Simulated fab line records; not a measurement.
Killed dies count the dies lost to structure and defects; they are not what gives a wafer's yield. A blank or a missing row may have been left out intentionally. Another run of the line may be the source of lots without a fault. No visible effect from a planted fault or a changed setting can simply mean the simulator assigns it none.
Which tool is to blame? :: flow rit cmos :: Sampling: 13 lots, 39 wafers, 2 of 202 route steps

WHAT THE GAUGES SHOWED, per wafer
Not one reading of a measure or inspect step in the record can be checked against a usual standard deviation.

WHAT TOOL EACH LOT RAN ON (gives the tool, then ch and the chambers of the sampled wafers, and finally the start)
lot: L121
RIT_CONTACT_SOFTBAKE_04: litho track-04 ch 0, day 3 02:17
RIT_M1_PROBE_99: -

lot: L122
RIT_CONTACT_SOFTBAKE_04: litho track-04 ch 0, day 3 08:29
RIT_M1_PROBE_99: -

lot: L123
RIT_CONTACT_SOFTBAKE_04: litho track-02 ch 0, day 3 13:22
RIT_M1_PROBE_99: -

lot: L130
RIT_CONTACT_SOFTBAKE_04: litho track-04 ch 0, day 4 23:49
RIT_M1_PROBE_99: prober-01, day 5 05:56

lot: L131
RIT_CONTACT_SOFTBAKE_04: litho track-04 ch 0, day 5 04:32
RIT_M1_PROBE_99: prober-02, day 5 10:42

lot: L134
RIT_CONTACT_SOFTBAKE_04: litho track-02 ch 0, day 5 19:49
RIT_M1_PROBE_99: prober-01, day 6 01:55

lot: L135
RIT_CONTACT_SOFTBAKE_04: litho track-02 ch 0, day 6 01:25
RIT_M1_PROBE_99: -

lot: L137
RIT_CONTACT_SOFTBAKE_04: litho track-02 ch 0, day 6 11:06
RIT_M1_PROBE_99: -

lot: L138
RIT_CONTACT_SOFTBAKE_04: litho track-03 ch 0, day 6 15:18
RIT_M1_PROBE_99: -

lot: L139
RIT_CONTACT_SOFTBAKE_04: litho track-03 ch 0, day 6 20:50
RIT_M1_PROBE_99: prober-02, day 7 03:10

lot: L141
RIT_CONTACT_SOFTBAKE_04: litho track-03 ch 0, day 7 07:28
RIT_M1_PROBE_99: prober-02, day 7 14:29

lot: L142
RIT_CONTACT_SOFTBAKE_04: litho track-03 ch 0, day 7 11:35
RIT_M1_PROBE_99: prober-01, day 7 17:37

lot: L143
RIT_CONTACT_SOFTBAKE_04: litho track-02 ch 0, day 7 16:26
RIT_M1_PROBE_99: prober-02, day 7 22:31
- RIT_CONTACT_SOFTBAKE_04: time 60 s.
- RIT_M1_PROBE_99

AS READ BY THE TOOLS THEMSELVES (means over the sampled wafers that have a number; for cases with no such wafer, the mark the record gives instead)
RIT_CONTACT_SOFTBAKE_04. Usual: heater power total W 34.56 W, standard deviation 0.051; plate temp C 89.99 C, standard deviation 0.13; resist line temp C 23.00 C, standard deviation 0.11.
lot: L121
tool: litho track-04
heater power total W (W): 34.53
plate temp C (C): 89.98
resist line temp C (C): 22.98
flag: 

lot: L122
tool: litho track-04
heater power total W (W): 34.58
plate temp C (C): 89.93
resist line temp C (C): 22.91
flag: 

lot: L123
tool: litho track-02
heater power total W (W): 34.54
plate temp C (C): 90.01
resist line temp C (C): 22.97
flag: 

lot: L130
tool: litho track-04
heater power total W (W): 36.38
plate temp C (C): 93.20
resist line temp C (C): 22.98
flag: OFF

lot: L131
tool: litho track-04
heater power total W (W): 36.37
plate temp C (C): 93.30
resist line temp C (C): 23.11
flag: OFF

lot: L134
tool: litho track-02
heater power total W (W): 34.52
plate temp C (C): 89.97
resist line temp C (C): 23.01
flag: 

lot: L135
tool: litho track-02
heater power total W (W): 34.60
plate temp C (C): 90.03
resist line temp C (C): 23.05
flag: 

lot: L137
tool: litho track-02
heater power total W (W): 34.58
plate temp C (C): 89.86
resist line temp C (C): 22.90
flag: 

lot: L138
tool: litho track-03
heater power total W (W): 34.57
plate temp C (C): 90.07
resist line temp C (C): 23.10
flag: 

lot: L139
tool: litho track-03
heater power total W (W): 34.54
plate temp C (C): 89.95
resist line temp C (C): 22.87
flag: 

lot: L141
tool: litho track-03
heater power total W (W): 34.60
plate temp C (C): 89.94
resist line temp C (C): 22.95
flag: 

lot: L142
tool: litho track-03
heater power total W (W): 34.51
plate temp C (C): 90.05
resist line temp C (C): 22.98
flag: 

lot: L143
tool: litho track-02
heater power total W (W): 34.56
plate temp C (C): 90.17
resist line temp C (C): 22.99
flag: 

RIT_M1_PROBE_99. Usual: killed at contacts 0.1, standard deviation 0.36; killed at front end 7, standard deviation 3.4; killed dies 7, standard deviation 3.4; killed open 3.3, standard deviation 2; killed short 3.8, standard deviation 2.4.
lot: L130
tool: prober-01
killed at contacts: 0.7
killed at front end: 6
killed dies: 7
killed open: 4.3
killed short: 2.3
flag: 

lot: L131
tool: prober-02
killed at contacts: 0.0
killed at front end: 9
killed dies: 9
killed open: 3.0
killed short: 5.7
flag: 

lot: L134
tool: prober-01
killed at contacts: 0.0
killed at front end: 10
killed dies: 10
killed open: 4.7
killed short: 5.0
flag: 

lot: L139
tool: prober-02
killed at contacts: 0.0
killed at front end: 7
killed dies: 7
killed open: 4.3
killed short: 2.7
flag: 

lot: L141
tool: prober-02
killed at contacts: 0.0
killed at front end: 10
killed dies: 10
killed open: 4.0
killed short: 5.7
flag: 

lot: L142
tool: prober-01
killed at contacts: 0.0
killed at front end: 8
killed dies: 8
killed open: 3.7
killed short: 4.3
flag: 

lot: L143
tool: prober-02
killed at contacts: 0.0
killed at front end: 7
killed dies: 7
killed open: 2.7
killed short: 4.0
flag: 

THE ANSWER, worked out from the rows above alone
Rule: lot off if the mean of its wafers having a number is beyond 3 standard deviations from the usual mean. Also off: a lot with no number at a reading for which 4 or more lots have one. Where the step has rows for the other lots, those lots are counted as sound. The gauges are gone through in route order, then the tools' own readings, and for those a lot's mean is taken as printed above. At the first step where some lot is off, the reading lying furthest off is the one used; lots without a number count as furthest.
Off: L130, L131, at RIT_CONTACT_SOFTBAKE_04 (heater power total W).
A tool fits if, at that step or a process step before it, it ran every lot that is off, and no sound lot after the first of them. One candidate fits, namely litho track-04 at RIT_CONTACT_SOFTBAKE_04. Its last sound lot is L122 (day 3 08:29), its first lot that is off L130 (day 4 23:49): a fault that began between those two fits.
The tool's own readings at RIT_CONTACT_SOFTBAKE_04 bear it out: on the lots that are off they differ by more than 5 times the standard deviation of the sound lots' means. heater power total W reads 36.38 W there against 34.56 W on the sound lots; plate temp C reads 93.25 C there against 90.00 C on the sound lots.

WHAT HAD BEEN PUT IN BY THE SIMULATOR
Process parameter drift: litho track-04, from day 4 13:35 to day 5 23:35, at RIT_CONTACT_SOFTBAKE_04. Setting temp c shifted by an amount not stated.
Lots struck among those shown: L130, L131. This agrees with what the rule above found.
